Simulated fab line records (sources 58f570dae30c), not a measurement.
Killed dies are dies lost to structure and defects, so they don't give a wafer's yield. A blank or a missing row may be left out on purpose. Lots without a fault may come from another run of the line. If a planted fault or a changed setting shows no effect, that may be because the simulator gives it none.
Split-lot trial | flow berkeley-cmos170 | route with 331 steps; 5 lots, 23 wafers read

## ON THE SPLIT
At UCB170_PSD_PEB_04, the setting peb-temp-c was moved away from the recipe's 130 C on 9 of the 23 wafers read, by -1.6% to +2.5%. All remaining wafers had this setting at the recipe value.

## FROM THE SPLIT TO THE READING: what the file shows between them, 1 step
- UCB170_PSD_DEVELOP_05: develop time 45 s

## THE READING
Shown in nm: cd-nm at UCB170_PSD_CD_MEAS_06, with target cd 1200 nm. Typical for fault-free wafers on this fab line: 1199.8 nm, with standard deviation 1.2 nm.

wafer  | tool, chamber at the split | peb-temp-c as run, C | against the recipe | cd-nm, nm | against lot-mates on the recipe
L074.1 | litho-track-02, 0          | 130                  | recipe             | 1198.4    | -
L074.2 | litho-track-02, 0          | 130                  | recipe             | 1198.9    | -
L074.3 | litho-track-02, 0          | 130                  | recipe             | 1198.6    | -
L074.4 | litho-track-02, 0          | 130                  | recipe             | 1199.7    | -
L074.6 | litho-track-02, 0          | 130                  | recipe             | 1199.6    | -
L076.1 | litho-track-03, 0          | 130                  | recipe             | 1200.2    | -
L076.3 | litho-track-03, 0          | 133.3                | +2.5%              | 1218.6    | +18.6
L076.4 | litho-track-03, 0          | 133.3                | +2.5%              | 1219.2    | +19.2
L076.5 | litho-track-03, 0          | 133.3                | +2.5%              | 1218.6    | +18.6
L076.6 | litho-track-03, 0          | 130                  | recipe             | 1199.8    | -
L082.1 | litho-track-03, 0          | 130                  | recipe             | 1202.1    | -
L082.3 | litho-track-03, 0          | 130                  | recipe             | 1199.8    | -
L082.4 | litho-track-03, 0          | 130                  | recipe             | 1199.7    | -
L084.1 | litho-track-01, 0          | 131.4                | +1.1%              | 1207.5    | +8.4
L084.2 | litho-track-01, 0          | 130                  | recipe             | 1198.4    | -
L084.3 | litho-track-01, 0          | 130                  | recipe             | 1199.7    | -
L084.4 | litho-track-01, 0          | 131.4                | +1.1%              | 1209.6    | +10.5
L084.5 | litho-track-01, 0          | 131.4                | +1.1%              | 1209.3    | +10.2
L083.1 | litho-track-01, 0          | 130                  | recipe             | 1202.0    | -
L083.2 | litho-track-01, 0          | 127.9                | -1.6%              | 1186.3    | -16.2
L083.4 | litho-track-01, 0          | 130                  | recipe             | 1203.1    | -
L083.5 | litho-track-01, 0          | 127.9                | -1.6%              | 1185.6    | -17.0
L083.6 | litho-track-01, 0          | 127.9                | -1.6%              | 1185.9    | -16.6

THE FIT
A straight line over all 23 wafers: cd-nm changes by +7.88 nm for each +1% of peb-temp-c; r = +0.99; the points scatter about the line by 1.3 nm.
The same after taking each lot's own level away (the mean of its wafers on the recipe; 23 wafers): +8.46 nm for each +1%; r = +0.99; scatter 1.5 nm.
According to that fit, moving peb-temp-c by its largest amount changes the reading by 21 nm.
Across the lots, their own levels run from 1199.04 to 1202.55 nm, a range of 2.9 times the standard deviation given above.
The two slopes are in agreement: the lot-to-lot level therefore moves the slope only a little.
Check: for one of the wafers moved furthest among these (+2.5%), held out of the fit, the line's prediction against its lot-mates is +21.4 nm. It came out at +18.6 nm against them.

## THE OTHER SPLITS THESE WAFERS WENT THROUGH
Other splits were also applied to these wafers ahead of the reading. Each is held against what the fit with the lots' levels taken away leaves over:
other split on the same wafers | wafers away from the commonest value | r with cd-nm (lot level and that fit taken away)
UCB170_NLDD_EXPOSE_03 dose-mj  | 5                                    | -0.32
UCB170_SPACER_CVD_00 time-s    | 11                                   | +0.24

## FILE'S OWN FIT
cd-nm changes by +8.32 nm for each +1% of peb-temp-c, r = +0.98.
